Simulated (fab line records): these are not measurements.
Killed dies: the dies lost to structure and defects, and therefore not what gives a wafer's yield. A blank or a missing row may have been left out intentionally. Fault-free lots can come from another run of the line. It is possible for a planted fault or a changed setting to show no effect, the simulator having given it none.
Matching of chambers ; flow berkeley cmos170 ; cmp-02 running UCB170_V1_CMP_02: 4 sister chambers
The step polishes SiO2. 16 wafers are shown with their chamber, then 8 later ones without.

== WAFERS WITH THEIR CHAMBER ==
wafer;chamber;motor current A (A);slurry filter dp kPa (kPa)
L467.1;0;16.6;13.62
L467.5;0;15.8;13.63
L467.6;3;15.5;13.53
L470.2;2;15.4;13.56
L470.4;0;15.4;13.53
L470.6;1;17.6;13.80
L472.1;3;15.6;13.48
L472.2;1;18.8;13.50
L472.4;2;15.7;13.61
L477.3;0;15.9;13.74
L477.4;1;17.1;13.49
L477.6;1;18.2;13.16
L475.2;3;14.5;13.53
L475.3;0;15.5;13.46
L475.4;2;16.0;13.61
L482.1;2;16.5;13.72

SIGNATURES, as means of the wafers listed above
reading;chamber 0;chamber 1;chamber 2;chamber 3;scatter within a chamber
motor current A;15.840;17.925;15.900;15.200;0.572
slurry filter dp kPa;13.5960;13.4875;13.6250;13.5133;0.149
Rule: for a wafer and a chamber, the distance is found by dividing, reading by reading, the gap between the wafer's reading and the chamber's mean by the reading's scatter, squaring, summing and taking the root. The wafer belongs to the nearest chamber; if the next one is less than 2 further off, it can't be placed. The scatter is the square root of a quotient: the sum, over the shown wafers, of each reading's squared deviation from its chamber's mean, divided by wafers minus chambers.

== WAFERS WHOSE CHAMBER IS MISSING ==
wafer;motor current A (A);slurry filter dp kPa (kPa)
L482.4;17.0;13.63
L482.6;17.6;13.58
L490.2;15.5;13.73
L490.3;18.1;13.56
L490.4;15.4;13.45
L489.3;14.8;13.22
L489.4;16.1;13.57
L489.5;16.2;13.51

== EACH ONE'S CHAMBER ==
wafer;from the rows above;in truth
L482.4;can't be placed: 1 or 2 or 0 or 3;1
L482.6;1;1
L490.2;can't be placed: 2 or 0 or 3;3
L490.3;1;1
L490.4;can't be placed: 3 or 0 or 2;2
L489.3;can't be placed: 3 or 0 or 2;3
L489.4;can't be placed: 0 or 2 or 3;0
L489.5;can't be placed: 0 or 2 or 3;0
Correctly placed: 2 of 8. Unplaceable from these rows: 6, with the true chamber sitting among the candidates in 6. Wrongly placed: 0.
